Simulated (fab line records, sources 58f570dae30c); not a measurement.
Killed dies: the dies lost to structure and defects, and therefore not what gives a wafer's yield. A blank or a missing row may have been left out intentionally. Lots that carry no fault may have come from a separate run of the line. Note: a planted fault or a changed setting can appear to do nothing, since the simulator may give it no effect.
Which tool did it? :: flow berkeley_cmos170 :: 7 lots with 21 wafers sampled at 3 steps, on a route of 331 steps

== WHAT EACH GAUGE READ, for each wafer ==
UCB170_V2_THK_MEAS_01.
lot: L397
measured: day 9 09:19
on: film_metro-04
V2_TEOS_THK (nm): 1941 1955 1994

lot: L396
measured: day 9 11:40
on: film_metro-01
V2_TEOS_THK (nm): 1962 1946 1962

lot: L403
measured: day 10 20:52
on: film_metro-03
V2_TEOS_THK (nm): 1993 1986 2043

lot: L406
measured: day 11 09:02
on: film_metro-03
V2_TEOS_THK (nm): 1957 1983 1990

lot: L410
measured: day 12 10:36
on: film_metro-01
V2_TEOS_THK (nm): 1983 1992 2005

lot: L416
measured: day 13 17:23
on: film_metro-04
V2_TEOS_THK (nm): 1974 1965 2006

lot: L417
measured: day 14 05:58
on: film_metro-03
V2_TEOS_THK (nm): 1963 1993 1946

== WHAT TOOL EACH LOT RAN ON (gives the tool, then ch and the chambers of the sampled wafers, and finally the start) ==
lot: L397
UCB170_V1_STRIP_15: plasma_asher-03 ch 0,1, day 9 06:07
UCB170_V2_CVD_00: pecvd-04 ch 0,1, day 9 09:10

lot: L396
UCB170_V1_STRIP_15: plasma_asher-01 ch 0,1, day 9 08:01
UCB170_V2_CVD_00: pecvd-01 ch 1,2, day 9 11:31

lot: L403
UCB170_V1_STRIP_15: plasma_asher-02 ch 0,1, day 10 17:52
UCB170_V2_CVD_00: pecvd-02 ch 1,2, day 10 20:42

lot: L406
UCB170_V1_STRIP_15: plasma_asher-02 ch 0,1, day 11 05:55
UCB170_V2_CVD_00: pecvd-02 ch 0,1,2, day 11 08:51

lot: L410
UCB170_V1_STRIP_15: plasma_asher-03 ch 0, day 12 07:36
UCB170_V2_CVD_00: pecvd-02 ch 0,1, day 12 10:27

lot: L416
UCB170_V1_STRIP_15: plasma_asher-01 ch 0,1, day 13 14:17
UCB170_V2_CVD_00: pecvd-02 ch 0,1, day 13 17:14

lot: L417
UCB170_V1_STRIP_15: plasma_asher-03 ch 0,1, day 14 02:51
UCB170_V2_CVD_00: pecvd-02 ch 0,1,2, day 14 05:48
- UCB170_V1_STRIP_15: strips in O2.
- UCB170_V2_CVD_00: deposits SiO2 from TEOS/O2, target thk 2000 nm, time 250 s.

== THE ANSWER, worked out from the rows above alone ==
Rule: the lots themselves supply what counts as usual. The widest of any qualifying gaps counts: lots, ordered by their means at a reading, are off when they make up no more than a third of the lots, leave a main group of 4 or more, and stand apart from it by 3 or more times the standard deviation of that group's means. If all means in a main group match to the digits the tables above print for the reading, that group is not used. A lot without any number at a reading at which 4 lots or more have one is off too. Where the step has rows for the other lots, those lots are counted as sound.
Across all readings shown, no lot is off: no conclusion can be drawn from this.

== WHAT HAD BEEN PUT IN BY THE SIMULATOR ==
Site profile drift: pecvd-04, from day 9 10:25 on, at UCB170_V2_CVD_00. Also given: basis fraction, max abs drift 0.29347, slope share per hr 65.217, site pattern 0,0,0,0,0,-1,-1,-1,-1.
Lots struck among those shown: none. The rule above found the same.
